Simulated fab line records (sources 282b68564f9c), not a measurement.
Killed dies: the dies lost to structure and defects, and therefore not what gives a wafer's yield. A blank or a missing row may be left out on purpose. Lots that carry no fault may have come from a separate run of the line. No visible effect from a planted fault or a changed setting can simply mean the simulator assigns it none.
Which of the tools did it? + flow ritCmos + 11 lots, 33 wafers sampled, at 3 steps of a route of 202

== WHAT THE GAUGES READ, wafer by wafer ==
RIT_GATE_THK_MEAS_07. Usual: GATE_OXIDE_THK typically reads 3.01 nm, with standard deviation 0.09.
| lot  | measured    | on           | GATE_OXIDE_THK (nm) | flag |
|------|-------------|--------------|---------------------|------|
| L309 | day 2 13:51 | filmMetro-01 | 2.87 2.86 2.82      |      |
| L310 | day 2 16:38 | filmMetro-02 | 2.98 3.00 2.97      |      |
| L311 | day 3 01:29 | filmMetro-01 | 2.88 2.93 2.89      |      |
| L312 | day 3 08:05 | filmMetro-01 | 2.97 3.01 2.94      |      |
| L323 | day 5 08:51 | filmMetro-01 | 3.65 3.56 3.62      | OFF  |
| L324 | day 5 13:57 | filmMetro-01 | 3.69 3.65 3.66      | OFF  |
| L325 | day 5 19:04 | filmMetro-03 | 3.03 2.95 2.92      |      |
| L327 | day 6 04:41 | filmMetro-01 | 2.91 2.94 2.97      |      |
| L329 | day 6 14:05 | filmMetro-02 | 3.09 3.10 3.05      |      |
| L330 | day 6 21:24 | filmMetro-03 | 3.05 2.99 3.00      |      |
| L331 | day 7 01:38 | filmMetro-02 | 3.03 3.00 2.93      |      |

== EACH LOT AND THE TOOL THAT RAN IT (in order: tool; ch and the chambers of the sampled wafers; start) ==
| lot  | RIT_PRETRO_STRIP_09                | RIT_GATE_OXIDATION_05        |
|------|------------------------------------|------------------------------|
| L309 | plasmaAsher-04 ch 0,1, day 2 07:37 | furnace-03 ch 0, day 2 11:47 |
| L310 | plasmaAsher-04 ch 0,1, day 2 13:41 | furnace-03 ch 0, day 2 14:47 |
| L311 | plasmaAsher-03 ch 0,1, day 2 22:53 | furnace-03 ch 0, day 3 00:10 |
| L312 | plasmaAsher-04 ch 0,1, day 3 05:17 | furnace-02 ch 0, day 3 06:37 |
| L323 | plasmaAsher-03 ch 0,1, day 5 06:22 | furnace-01 ch 0, day 5 07:31 |
| L324 | plasmaAsher-01 ch 1, day 5 11:54   | furnace-01 ch 0, day 5 12:37 |
| L325 | plasmaAsher-03 ch 0,1, day 5 16:44 | furnace-02 ch 0, day 5 17:44 |
| L327 | plasmaAsher-04 ch 1, day 6 01:18   | furnace-02 ch 0, day 6 02:03 |
| L329 | plasmaAsher-01 ch 0,1, day 6 11:01 | furnace-03 ch 0, day 6 11:45 |
| L330 | plasmaAsher-01 ch 0,1, day 6 17:15 | furnace-02 ch 0, day 6 18:33 |
| L331 | plasmaAsher-01 ch 0,1, day 6 21:01 | furnace-03 ch 0, day 6 22:59 |
- RIT_PRETRO_STRIP_09: strips in O2, time 180 s.
- RIT_GATE_OXIDATION_05: target thk 3 nm, ox time 270 s.

== WHAT THE TOOLS THEMSELVES READ (means of the sampled wafers that have a number; where no wafer has one, the mark that the record gives instead) ==
RIT_PRETRO_STRIP_09. Usual: drypumpMotorCurrentA at 5.8 A, with a standard deviation of 0.57.
| lot  | tool           | drypumpMotorCurrentA (A) | flag |
|------|----------------|--------------------------|------|
| L309 | plasmaAsher-04 | 5.6                      |      |
| L310 | plasmaAsher-04 | 5.4                      |      |
| L311 | plasmaAsher-03 | 5.8                      |      |
| L312 | plasmaAsher-04 | 5.4                      |      |
| L323 | plasmaAsher-03 | 5.3                      |      |
| L324 | plasmaAsher-01 | 5.9                      |      |
| L325 | plasmaAsher-03 | 5.8                      |      |
| L327 | plasmaAsher-04 | 5.3                      |      |
| L329 | plasmaAsher-01 | 6.2                      |      |
| L330 | plasmaAsher-01 | 6.1                      |      |
| L331 | plasmaAsher-01 | 6.1                      |      |

RIT_GATE_OXIDATION_05. Usual: spikeTcCentreC 902.2 C, standard deviation 1.1; spikeTcLoadC 925 C, standard deviation 4.1; spikeTcSourceC 924.2 C, standard deviation 3; tubeCenterTempC 900 C, standard deviation 0.08; tube_center_temp_C_max 902.3, standard deviation 0.37.
| lot  | tool       | spikeTcCentreC (C) | spikeTcLoadC (C) | spikeTcSourceC (C) | tubeCenterTempC (C) | tube_center_temp_C_max | flag |
|------|------------|--------------------|------------------|--------------------|---------------------|------------------------|------|
| L309 | furnace-03 | 901.7              | 921              | 928.6              | 900                 | 902.3                  |      |
| L310 | furnace-03 | 900.7              | 921              | 927.7              | 900                 | 902.3                  |      |
| L311 | furnace-03 | 901.8              | 920              | 928.7              | 900                 | 902.2                  |      |
| L312 | furnace-02 | 901.6              | 931              | 921.5              | 900                 | 902.6                  |      |
| L323 | furnace-01 | 917.0              | 940              | 937.6              | 915                 | 917.0                  | OFF  |
| L324 | furnace-01 | 917.5              | 941              | 937.7              | 915                 | 917.3                  | OFF  |
| L325 | furnace-02 | 902.3              | 931              | 921.1              | 900                 | 902.2                  |      |
| L327 | furnace-02 | 901.3              | 930              | 921.1              | 900                 | 902.4                  |      |
| L329 | furnace-03 | 902.1              | 922              | 928.4              | 900                 | 902.4                  |      |
| L330 | furnace-02 | 901.6              | 931              | 920.1              | 900                 | 902.2                  |      |
| L331 | furnace-03 | 902.1              | 921              | 928.6              | 900                 | 902.6                  |      |

== THE ANSWER, worked out from the rows above alone ==
Rule: take the mean of a lot's wafers that have a number; if it is more than 3 standard deviations from the usual mean, the lot is off. A lot without any number at a reading at which 4 lots or more have one is off too. The other lots that the step has rows for count as sound. After the gauges, taken in route order, come the tools' own readings; for these a lot's mean is taken, as printed above. The first step at which some lot is off is used, and at that step the reading that is off furthest; a lot without a number counts as furthest.
Off: at RIT_GATE_THK_MEAS_07 (GATE_OXIDE_THK), L323, L324.
If a tool, at a process step before that reading, ran all the lots that are off and no sound lot after the first of them, it fits. Not tried: the gauges at RIT_GATE_THK_MEAS_07; whatever is off there is also off at RIT_GATE_OXIDATION_05, on other tools, and gauge error can't account for it. One fits: furnace-01 at RIT_GATE_OXIDATION_05. It ran no sound lot before its first lot that is off in this sample, so the start can't be narrowed down.
The tool's own readings at RIT_GATE_OXIDATION_05 bear it out: on the lots that are off they differ by more than 5 times the standard deviation of the sound lots' means. spikeTcCentreC reads 917.2 C there against 901.7 C on the sound lots; tubeCenterTempC reads 915 C there against 900 C on the sound lots; tube_center_temp_C_max reads 917.1 there against 902.4 on the sound lots.

== WHAT THE SIMULATOR HAD PUT IN ==
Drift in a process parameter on furnace-01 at RIT_GATE_OXIDATION_05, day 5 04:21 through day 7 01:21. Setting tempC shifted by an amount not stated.
Shown lots that were struck: L323, L324. The rule above found the same.
